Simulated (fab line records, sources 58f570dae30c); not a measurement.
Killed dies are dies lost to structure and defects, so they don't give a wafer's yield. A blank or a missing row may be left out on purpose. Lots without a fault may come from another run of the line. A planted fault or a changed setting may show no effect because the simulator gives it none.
Which tool did it? | flow berkeley_cmos170 | 24 lots, 72 wafers sampled, at 5 steps of a route of 331

WHAT THE GAUGES READ, wafer by wafer
UCB170_START_THK_MEAS_03.
lot  | measured    | on            | START_OXIDE_THK (nm)
L074 | day 1 14:17 | film_metro-03 | 19.9 19.8 19.8
L075 | day 1 19:59 | film_metro-03 | 19.4 19.3 19.7
L076 | day 2 01:20 | film_metro-03 | 19.8 19.6 19.8
L077 | day 2 06:39 | film_metro-01 | 20.6 20.4 20.5
L079 | day 2 13:00 | film_metro-01 | 19.5 19.8 19.4
L078 | day 2 13:01 | film_metro-03 | 20.3 20.2 20.4
L080 | day 2 21:11 | film_metro-01 | 20.3 20.2 20.5
L081 | day 3 03:02 | film_metro-03 | 18.8 19.1 19.3
L082 | day 3 07:31 | film_metro-02 | 20.5 20.4 20.5
L083 | day 3 12:25 | film_metro-01 | 20.3 20.5 20.1
L084 | day 3 16:59 | film_metro-03 | 19.9 19.9 20.3
L086 | day 3 23:43 | film_metro-02 | 20.6 20.3 20.4
L085 | day 3 23:44 | film_metro-01 | 20.7 20.6 20.4
L087 | day 4 09:37 | film_metro-02 | 20.4 20.4 20.1
L088 | day 4 13:26 | film_metro-03 | 19.8 19.9 19.9
L089 | day 4 17:30 | film_metro-03 | 19.7 20.3 20.2
L090 | day 5 01:45 | film_metro-03 | 20.6 20.7 20.2
L091 | day 5 01:49 | film_metro-03 | 20.6 20.6 20.6
L092 | day 5 09:48 | film_metro-03 | 20.9 20.9 20.9
L093 | day 5 15:36 | film_metro-02 | 20.2 19.9 20.0
L094 | day 5 19:40 | film_metro-01 | 20.5 20.4 20.1
L095 | day 6 00:10 | film_metro-03 | 20.6 20.9 20.9
L096 | day 6 07:16 | film_metro-01 | 20.3 20.1 20.0
L097 | day 6 07:17 | film_metro-02 | 19.9 20.0 19.7

UCB170_ACTIVE_CD_MEAS_13: target cd 1200 nm.
lot  | measured     | on        | cd_nm (nm)
L074 | day 4 20:25  | cd_sem-01 | 1201.1 1199.0 1199.0
L075 | day 5 00:16  | cd_sem-01 | 1200.7 1200.2 1199.2
L076 | day 4 23:58  | cd_sem-01 | 1200.4 1198.6 1199.7
L077 | day 5 09:06  | cd_sem-01 | 1199.5 1199.9 1201.0
L079 | day 5 18:13  | cd_sem-02 | 1202.5 1202.9 1202.9
L078 | day 5 18:47  | cd_sem-01 | 1199.7 1201.1 1200.2
L080 | day 6 06:08  | cd_sem-02 | 1199.4 1198.1 1196.8
L081 | day 6 06:08  | cd_sem-01 | 1199.7 1198.6 1200.8
L082 | day 6 05:53  | cd_sem-01 | 1202.8 1201.5 1201.5
L083 | day 7 02:16  | cd_sem-02 | 1201.0 1201.2 1200.4
L084 | day 7 02:35  | cd_sem-02 | 1200.1 1201.1 1199.6
L086 | day 7 09:29  | cd_sem-01 | 1199.9 1200.1 1201.2
L085 | day 7 09:50  | cd_sem-02 | 1200.0 1199.3 1198.8
L087 | day 7 09:11  | cd_sem-02 | 1199.1 1197.3 1198.6
L088 | day 7 09:46  | cd_sem-01 | 1200.1 1201.9 1199.4
L089 | day 7 18:02  | cd_sem-02 | 1200.4 1199.9 1200.5
L090 | day 8 06:08  | cd_sem-02 | 1197.9 1199.3 1198.5
L091 | day 8 06:17  | cd_sem-01 | 1199.0 1200.4 1201.0
L092 | day 8 14:43  | cd_sem-02 | 1198.4 1198.3 1198.3
L093 | day 8 20:22  | cd_sem-01 | 1199.7 1198.4 1198.9
L094 | day 8 20:35  | cd_sem-02 | 1199.0 1199.2 1200.2
L095 | day 9 14:25  | cd_sem-02 | 1199.3 1200.6 1200.0
L096 | day 10 05:15 | cd_sem-02 | 1198.9 1198.9 1198.0
L097 | day 10 05:59 | cd_sem-01 | 1196.9 1198.4 1197.1

UCB170_ACTIVE_OVL_MEAS_14.
lot  | measured     | on         | ACTIVE_OVL (nm)
L074 | day 4 20:32  | overlay-02 | 9 2 -3
L075 | day 5 00:22  | overlay-02 | 1 -4 5
L076 | day 5 00:05  | overlay-02 | 7 3 2
L077 | day 5 09:13  | overlay-01 | 7 11 9
L079 | day 5 18:20  | overlay-02 | -4 5 -2
L078 | day 5 18:53  | overlay-02 | 3 0 5
L080 | day 6 06:16  | overlay-01 | -3 0 0
L081 | day 6 06:16  | overlay-02 | 9 7 11
L082 | day 6 05:59  | overlay-02 | -1 4 8
L083 | day 7 02:22  | overlay-01 | 7 8 6
L084 | day 7 02:40  | overlay-01 | 5 7 3
L086 | day 7 09:35  | overlay-01 | 4 5 6
L085 | day 7 09:56  | overlay-02 | -5 -4 1
L087 | day 7 09:18  | overlay-01 | 6 6 8
L088 | day 7 09:52  | overlay-01 | 1 11 10
L089 | day 7 18:10  | overlay-01 | 8 2 3
L090 | day 8 06:14  | overlay-02 | -1 0 6
L091 | day 8 06:23  | overlay-01 | -7 -4 3
L092 | day 8 14:50  | overlay-02 | 0 4 -4
L093 | day 8 20:28  | overlay-02 | 4 11 4
L094 | day 8 20:43  | overlay-01 | 7 2 2
L095 | day 9 14:32  | overlay-01 | -6 -2 14
L096 | day 10 05:22 | overlay-01 | 6 7 5
L097 | day 10 06:04 | overlay-01 | 9 18 8

UCB170_PVT_OVL_MEAS_06.
lot  | measured     | on         | PVT_OVL (nm)
L074 | day 6 12:52  | overlay-01 | 11 11 3
L075 | day 6 13:41  | overlay-01 | 7 8 4
L076 | day 6 13:24  | overlay-01 | 6 2 4
L077 | day 6 23:32  | overlay-01 | 9 -3 -3
L079 | day 7 13:09  | overlay-02 | 0 -5 -2
L078 | day 7 12:53  | overlay-01 | 3 2 10
L080 | day 8 01:38  | overlay-02 | 4 10 8
L081 | day 8 01:55  | overlay-02 | 12 7 5
L082 | day 8 01:26  | overlay-01 | 4 3 5
L083 | day 8 22:25  | overlay-01 | 5 -1 -1
L084 | day 8 22:26  | overlay-02 | 7 7 13
L086 | day 9 06:59  | overlay-02 | 6 4 11
L085 | day 9 06:44  | overlay-01 | 3 11 6
L087 | day 9 07:34  | overlay-02 | 8 8 3
L088 | day 9 07:13  | overlay-01 | 0 -1 1
L089 | day 9 21:31  | overlay-02 | 9 3 4
L090 | day 10 08:24 | overlay-01 | 7 3 -2
L091 | day 10 08:04 | overlay-02 | 7 5 10
L092 | day 10 18:18 | overlay-01 | -1 6 -3
L093 | day 10 18:33 | overlay-02 | 4 4 4
L094 | day 10 20:44 | overlay-02 | -4 0 0
L095 | day 11 08:49 | overlay-02 | 13 11 13
L096 | day 11 20:35 | overlay-02 | 6 6 11
L097 | day 11 21:08 | overlay-02 | -1 -6 -1

WHICH TOOL RAN EACH LOT (tool, then ch and the chambers of the sampled wafers, then the start)
lot  | UCB170_ACTIVE_STRIP_16
L074 | plasma_asher-02 ch 0,1, day 4 20:40
L075 | plasma_asher-04 ch 0,1, day 5 00:31
L076 | plasma_asher-04 ch 0,1, day 5 00:13
L077 | plasma_asher-03 ch 0,1, day 5 09:20
L079 | plasma_asher-04 ch 1, day 5 18:28
L078 | plasma_asher-02 ch 0,1, day 5 19:02
L080 | plasma_asher-03 ch 0,1, day 6 06:23
L081 | plasma_asher-04 ch 0,1, day 6 06:23
L082 | plasma_asher-02 ch 1, day 6 06:07
L083 | plasma_asher-03 ch 0,1, day 7 02:30
L084 | plasma_asher-02 ch 0,1, day 7 02:49
L086 | plasma_asher-04 ch 0,1, day 7 09:43
L085 | plasma_asher-03 ch 0,1, day 7 10:05
L087 | plasma_asher-02 ch 0,1, day 7 09:26
L088 | plasma_asher-02 ch 0,1, day 7 10:01
L089 | plasma_asher-02 ch 0,1, day 7 18:18
L090 | plasma_asher-04 ch 0,1, day 8 06:26
L091 | plasma_asher-03 ch 0, day 8 06:31
L092 | plasma_asher-03 ch 0,1, day 8 14:59
L093 | plasma_asher-02 ch 0,1, day 8 20:36
L094 | plasma_asher-03 ch 0,1, day 8 20:51
L095 | plasma_asher-02 ch 1, day 9 14:41
L096 | plasma_asher-02 ch 0,1, day 10 05:34
L097 | plasma_asher-03 ch 0,1, day 10 06:14
- UCB170_ACTIVE_STRIP_16: strips in O2.

WHAT THE TOOLS THEMSELVES READ (means of the sampled wafers that have a number; where no wafer has one, the mark that the record gives instead)
UCB170_ACTIVE_STRIP_16.
lot  | tool            | drypump_motor_current_A (A) | oes_product_au (a.u.) | strip_time_to_endpoint_s (s)
L074 | plasma_asher-02 | 5.5                         | 0.719                 | 18.13
L075 | plasma_asher-04 | 6.0                         | 0.719                 | 18.10
L076 | plasma_asher-04 | 6.1                         | 0.718                 | 18.20
L077 | plasma_asher-03 | 5.8                         | 0.721                 | 18.12
L079 | plasma_asher-04 | 6.2                         | 0.721                 | 18.08
L078 | plasma_asher-02 | 5.2                         | 0.722                 | 18.16
L080 | plasma_asher-03 | 5.4                         | 0.721                 | 18.10
L081 | plasma_asher-04 | 6.0                         | 0.719                 | 18.16
L082 | plasma_asher-02 | 4.9                         | 0.723                 | 18.14
L083 | plasma_asher-03 | 5.8                         | 0.722                 | 18.18
L084 | plasma_asher-02 | 5.2                         | 0.720                 | 18.15
L086 | plasma_asher-04 | 6.0                         | 0.722                 | 18.18
L085 | plasma_asher-03 | 5.8                         | 0.723                 | 18.10
L087 | plasma_asher-02 | 5.2                         | 0.721                 | 18.21
L088 | plasma_asher-02 | 5.2                         | 0.721                 | 18.21
L089 | plasma_asher-02 | 5.2                         | 0.721                 | 17.99
L090 | plasma_asher-04 | 5.9                         | 0.718                 | 18.21
L091 | plasma_asher-03 | 6.1                         | 0.721                 | 17.99
L092 | plasma_asher-03 | 5.4                         | 0.718                 | 18.07
L093 | plasma_asher-02 | 5.2                         | 0.725                 | 18.06
L094 | plasma_asher-03 | 5.4                         | 0.718                 | 18.14
L095 | plasma_asher-02 | 4.9                         | 0.722                 | 18.14
L096 | plasma_asher-02 | 5.2                         | 0.724                 | 18.11
L097 | plasma_asher-03 | 5.5                         | 0.725                 | 18.05

THE ANSWER, worked out from the rows above alone
Rule: what is usual is taken from the lots themselves. Put in order of their means at a reading, lots are off if they are a third of the lots or fewer, leave a main group of 4 or more, and stand apart from it by a gap of 3 or more times the standard deviation of the main group's means; of several such gaps the widest counts. A main group whose means are all the same, to the digits that the tables above print for the reading, isn't used. A lot without any number at a reading at which 4 lots or more have one is off too. The other lots that the step has rows for count as sound. The gauges are gone through in route order, then the tools' own readings, and for those a lot's mean is taken as printed above. The first step at which some lot is off is used, and at that step the reading that is off furthest; a lot without a number counts as furthest.
No lot is off at any reading shown: from this, nothing can be told.

WHAT THE SIMULATOR HAD PUT IN
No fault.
